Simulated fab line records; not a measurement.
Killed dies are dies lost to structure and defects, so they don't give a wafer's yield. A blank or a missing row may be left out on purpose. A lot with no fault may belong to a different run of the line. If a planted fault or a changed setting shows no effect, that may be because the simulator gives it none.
Comparing a struck lot with a sound one :: flow ritCmos :: 15 out of 202 route steps
Sound: wafers L994.2, L994.3, L994.5. Struck: wafer L103.3 (L103.1, L103.4, from the same lot, were not struck and are left out); the cause is given at the end.
Each step with rows lists, per side, the tool, then ch with its chambers, then its first start. Under that, the readings that differ: sound wafers :: struck wafers :: difference of the means :: sigmas: that difference in standard deviations of wafers without a fault.
alike: readings with means less than 2 such deviations apart, plus words and numbers identical on both sides. not compared: withheld readings, readings lacking a value on some wafer, bounds such as >300 that could conceal the same value, and numbers that have no deviation in the record and whose values overlap.
Wherever a step has rows on one side only, a row that says differs or no value, or a row with sigmas, the two part there. Non-overlapping numbers with no deviation appear without sigmas and do not part them. A reading that every wafer of one side lacks parts them only if that side has two wafers or more.

RIT_SILICIDE_RTA_06: time 10 s, ramp up 5 s, ramp down 10 s.
  sound on rtpAnneal-01 ch 0, day 5 05:06; struck on rtpAnneal-02 ch 0, day 7 01:17
  alike: chamberO2Ppm, wafer_temp_C_max
RIT_CONTACT_CVD_00: deposits SiO2 from TEOS, target thk 400 nm, time 61 s.
  sound on pecvd-04 ch 1,2, day 5 05:10; struck on pecvd-04 ch 1, day 7 01:21
  alike: heaterPowerW, susceptorTempC
RIT_CONTACT_THK_MEAS_01:
  struck on filmMetro-01, day 7 01:24; sound on filmMetro-02, day 5 05:13
  alike: CONTACT_TEOS_THK
then, 6 steps without rows for these wafers: RIT_CONTACT_HMDS_02 (prime time 60 s); RIT_CONTACT_COAT_03 (resist thk 1000 nm); RIT_CONTACT_SOFTBAKE_04 (time 58.15 s); RIT_CONTACT_EXPOSE_05 (exposes mask M11, target cd 1000 nm); RIT_CONTACT_PEB_06; RIT_CONTACT_DEVELOP_07 (develop time 120 s).
RIT_CONTACT_CD_MEAS_08 targets a cd of 1000 nm.
  struck on cdSem-01, day 7 02:35; sound on cdSem-01, day 5 06:15
  alike: cdNm
RIT_CONTACT_OVL_MEAS_09:
  struck on overlay-01, day 7 02:42; sound on overlay-02, day 5 06:22
  alike: CONTACT_OVL
then, 1 step without rows for these wafers: RIT_CONTACT_HARDBAKE_10 (time 60 s).
RIT_CONTACT_ETCH_11: etches SiO2 in CHF3/CF4/Ar, stops on TiSi2, target depth 480 nm, time 320 s.
  sound on rieDiel-02 ch 1,2,3, day 5 06:32; struck on rieDiel-02 ch 2, day 7 02:53
reading: runLengthS (s)
sound: 347.6 348.5 348.4
struck: 454.5
difference: +106.3
sigmas: +99 or more

reading: model.NOVOLAK_of_CONTACT_COAT_03.thkNm (nm)
sound: 773.8 773.5 769
struck: 732.3
difference: -39.8
sigmas: 
  alike: drypumpMotorCurrentA, mfcArSccm, oesProductAu, throttleValvePct
  not compared: rfHoursCounterH
RIT_CONTACT_STRIP_12: strips in O2, time 180 s.
  sound on plasmaAsher-03 ch 0,1, day 5 06:44; struck on plasmaAsher-02 ch 0, day 7 03:05
  alike: drypumpMotorCurrentA
  not compared: rfHoursCounterH
RIT_M1_PROBE_99:
  struck on prober-02, day 7 08:04; sound on prober-01, day 5 11:38
reading: model.etest.nmos_0p15.junctionLog10AUm
sound: -13.69 -13.73 -13.51
struck: -11.85
difference: +1.79
sigmas: 

reading: model.etest.nmosNarrow.offLog10AUm
sound: -13.1 -13.18 -13.2
struck: -11.84
difference: +1.32
sigmas: 

reading: model.etest.nmos_0p3.offLog10AUm
sound: -12.89 -12.97 -13.06
struck: -11.83
difference: +1.14
sigmas: 

reading: model.etest.gateEndArray.leakLog10AUm
sound: -12.66 -12.81 -12.92
struck: -11.62
difference: +1.18
sigmas: 

reading: model.etest.pmos_0p15.junctionLog10AUm
sound: -13.73 -13.78 -13.79
struck: -12.82
difference: +0.95
sigmas: 

reading: model.etest.contactDiodeArray.leakLog10A (angstrom)
sound: -9.412 -9.407 -9.492
struck: -8.54
difference: +0.90
sigmas: 

reading: model.etest.antennaContact.gateLog10ACm2
sound: -5.955 -5.935 -6.119
struck: -5.284
difference: +0.719
sigmas: 

reading: model.etest.selectEdgeDiodeN.leakLog10A (angstrom)
sound: -9.92 -9.612 -10.08
struck: -9.495
difference: +0.376
sigmas: 
  alike: killedAtContacts, killedAtFrontEnd, killedDies, killedOpen, killedShort

== WHERE THEY PART ==
Only at RIT_CONTACT_ETCH_11, within this record. Later steps at which nothing parts them and some readings are alike: RIT_CONTACT_STRIP_12, RIT_M1_PROBE_99.

WHY: what the simulator had put in
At RIT_CONTACT_ETCH_11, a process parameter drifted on rieDiel-02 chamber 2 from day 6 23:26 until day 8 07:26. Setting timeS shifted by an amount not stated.
